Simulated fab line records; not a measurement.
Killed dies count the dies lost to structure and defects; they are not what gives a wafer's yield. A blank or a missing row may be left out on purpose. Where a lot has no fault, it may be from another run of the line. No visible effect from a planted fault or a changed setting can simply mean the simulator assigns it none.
Code-filled problem report in 8D (eight disciplines) form :: flow rit cmos :: the parts of the form that need people (team, actions taken, sign-off) are left out

## 1. THE ISSUE
A mean of 311.1 s is read at RIT_SPACER_ETCHBACK_05 for run length s, taken on 1 wafer of 1 lot, against 268.3 s (standard deviation 0.44) on wafers free of any fault. That puts it +97 standard deviations away from the usual mean.
The step: etches Si3N4 in SF6/CHF3, stops on SiO2, target depth 250 nm, time 240 s.
The first sign was on wafer L408.3 at day 5 06:44, on rie diel-04. Wafers with a number at this step in the record: 15, from 5 lots. By rule, "out" or "out of limits" means more than 4 standard deviations away from the usual mean. The rest of the wafers with a number are treated as sound.

## 2. WHAT IT IS; WHAT IT IS NOT
question: which readings at this step
is: run length s, oes product au
is not: drypump motor current A, throttle valve pct

question: which lots
is: L408
is not: L401, L414, L418, L420

question: which wafers of those lots
is: L408.3
is not: L408.1, L408.4

question: read on which tools
is: rie diel-04
is not: rie diel-02, rie diel-03

question: when
is: from day 5 06:44
is not: up to then (5 sound wafers); but 9 sound wafers of L414, L418, L420 came after

## 3. WHAT RULES OUT EACH SUSPECT
Counting: if a tool at a process step up to the reading ran every lot that is out, it stays a suspect. Sound lots after the first of them don't rule it out here, since some wafers of a struck lot are sound.
- plasma asher-04 at RIT_PLDD_STRIP_09 (strips in O2, time 180 s): kept. It ran the lot that is out, L408 (day 5 04:09).
- rie diel-04 at RIT_SPACER_ETCHBACK_05 (etches Si3N4 in SF6/CHF3, stops on SiO2, target depth 250 nm, time 240 s): kept. It ran the lot that is out, L408 (day 5 06:44). Out on those wafers are its own readings of oes product au, run length s.
- Within plasma asher-04 at RIT_PLDD_STRIP_09, the wafers that are out were processed in chamber 0 and their sound lot-mates in chamber 1.
- Within rie diel-04 at RIT_SPACER_ETCHBACK_05: the wafers that are out ran in chamber 3; their sound lot-mates ran in chambers 1, 2.
Remaining after the count are plasma asher-04 at RIT_PLDD_STRIP_09 and rie diel-04 at RIT_SPACER_ETCHBACK_05.

## 4. THE CAUSE (what the simulator had put in)
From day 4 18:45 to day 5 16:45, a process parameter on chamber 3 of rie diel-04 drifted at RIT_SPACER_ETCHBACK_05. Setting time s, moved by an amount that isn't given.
Of the 2 suspects that counting leaves, this tool is one.

## 5. THE EFFECT CHAIN, in route order
Each row: a reading where the mean over the struck wafers with a number is more than 3 standard deviations away from the usual. Only readings whose record carries a usual standard deviation are examined. hours: median over the lots of the time between each lot's start at the first step of this table that gives one and its start at this step. sigmas: the change, counted in usual standard deviations.
hours: 0
step: RIT_SPACER_ETCHBACK_05
reading: oes product au
usual: 0.841 a.u.
on struck wafers: 0.774
change: -0.067
sigmas: -5.2

hours: 0
step: RIT_SPACER_ETCHBACK_05
reading: run length s
usual: 268.3 s
on struck wafers: 311.1
change: +42.8
sigmas: +97
Here are the process steps it includes:
- RIT_SPACER_ETCHBACK_05: etches Si3N4 in SF6/CHF3, stops on SiO2, target depth 250 nm, time 240 s.
Later measuring or inspecting steps at which every struck wafer that the step has a row for has a number for every such reading, and none has moved that far: RIT_NSD_OVL_MEAS_06, RIT_NSD_TW_MEAS_10, RIT_PSD_OVL_MEAS_06, RIT_PSD_TW_MEAS_10, RIT_SDANNEAL_RS_MEAS_04, RIT_SDANNEAL_RS_MEAS_05, RIT_SDANNEAL_RS_MEAS_06.

## 6. HOW IT WOULD HAVE BEEN CAUGHT EARLIER
First out-of-limits reading in this record: day 5 06:44, which is 12 hours after fault onset at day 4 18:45.
